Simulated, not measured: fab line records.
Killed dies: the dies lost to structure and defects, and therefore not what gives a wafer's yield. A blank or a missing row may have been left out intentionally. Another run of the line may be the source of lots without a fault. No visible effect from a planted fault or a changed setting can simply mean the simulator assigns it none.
Lot-split experiment | flow ritCmos | 23 wafers read across 5 lots, on a route 202 steps long

== THE SPLIT ==
At RIT_SILICIDE_SPUTTER_01 (material Ti, target thk 30 nm, time 240 s), the setting powerW was moved away from the recipe's 350 W on 7 of the 23 wafers read, by +5.7% to +10.7%. All remaining wafers had this setting at the recipe value.

== SPLIT TO READING: what lies between them in the file, 1 step ==
- RIT_SILICIDE_RS_MEAS_02: measures by four-point-probe

== THE READING ==
SILICIDE_TI_THK, in nm, at RIT_SILICIDE_THK_MEAS_03 (measures by xrf). A value of 30.2 nm with a standard deviation of 0.34 nm is what fault-free wafers of this fab line usually give.

wafer  | tool, chamber at the split | powerW as run, W | against the recipe | SILICIDE_TI_THK, nm | against lot-mates on the recipe
L074.1 | pvdSputter-03, -           | 350              | recipe             | 30.2                | -
L074.2 | pvdSputter-03, -           | 369.8            | +5.7%              | 32.1                | +2.0
L074.4 | pvdSputter-03, -           | 350              | recipe             | 30.3                | -
L074.5 | pvdSputter-03, -           | 350              | recipe             | 29.8                | -
L074.6 | pvdSputter-03, -           | 369.8            | +5.7%              | 31.9                | +1.8
L076.1 | pvdSputter-03, -           | 350              | recipe             | 29.8                | -
L076.2 | pvdSputter-03, -           | 350              | recipe             | 30.6                | -
L076.3 | pvdSputter-03, -           | 350              | recipe             | 30.0                | -
L076.5 | pvdSputter-03, -           | 350              | recipe             | 30.1                | -
L076.6 | pvdSputter-03, -           | 350              | recipe             | 30.1                | -
L077.3 | pvdSputter-02, -           | 350              | recipe             | 30.7                | -
L077.4 | pvdSputter-02, -           | 350              | recipe             | 30.8                | -
L077.5 | pvdSputter-02, -           | 350              | recipe             | 30.4                | -
L079.1 | pvdSputter-02, -           | 387.5            | +10.7%             | 33.4                | +3.3
L079.2 | pvdSputter-02, -           | 350              | recipe             | 30.3                | -
L079.3 | pvdSputter-02, -           | 350              | recipe             | 29.8                | -
L079.5 | pvdSputter-02, -           | 350              | recipe             | 30.3                | -
L079.6 | pvdSputter-02, -           | 387.5            | +10.7%             | 33.2                | +3.1
L084.1 | pvdSputter-03, -           | 350              | recipe             | 30.5                | -
L084.2 | pvdSputter-03, -           | 371.4            | +6.1%              | 31.6                | +1.1
L084.4 | pvdSputter-03, -           | 371.4            | +6.1%              | 32.5                | +2.0
L084.5 | pvdSputter-03, -           | 371.4            | +6.1%              | 31.9                | +1.4
L084.6 | pvdSputter-03, -           | 350              | recipe             | 30.5                | -

FIT RESULTS
A straight line over all 23 wafers: SILICIDE_TI_THK changes by +0.287 nm for each +1% of powerW; r = +0.96; the points scatter about the line by 0.31 nm.
The same after taking each lot's own level away (the mean of its wafers on the recipe; 23 wafers): +0.289 nm for each +1%; r = +0.97; scatter 0.27 nm.
According to that fit, moving powerW by its largest amount changes the reading by 3.1 nm.
From 30.10 to 30.63 nm: that is the span of the lots' own levels, equal to 1.6 times the standard deviation above.
The two slopes agree, so the slope changes little with the lot-to-lot level.
Check: +3.01 nm against its lot-mates is what the line predicts for one of the wafers moved furthest among these (+10.7%) when that wafer is left out of the fit. Against them it came out at +3.27 nm.

== THE WHOLE CHAIN: every reading that the file lists as answering this split, in the file's order ==
step                     | what it does                              | reading                                                                          | change (the file's fit)               | r (the file's)
RIT_SILICIDE_SPUTTER_01  | material Ti, target thk 30 nm, time 240 s | Ti_of_SILICIDE_SPUTTER_01.thkNm (the simulator's own value, which no gauge read) | +0.281 nm for each +1% of the setting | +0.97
RIT_SILICIDE_RS_MEAS_02  | measures by four-point-probe              | SILICIDE_TI_RS                                                                   | -0.521 for each +1% of the setting    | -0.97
RIT_SILICIDE_THK_MEAS_03 | measures by xrf                           | SILICIDE_TI_THK                                                                  | +0.289 for each +1% of the setting    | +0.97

== THE FILE'S OWN FIT ==
SILICIDE_TI_THK changes by +0.289 nm for each +1% of powerW, r = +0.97.
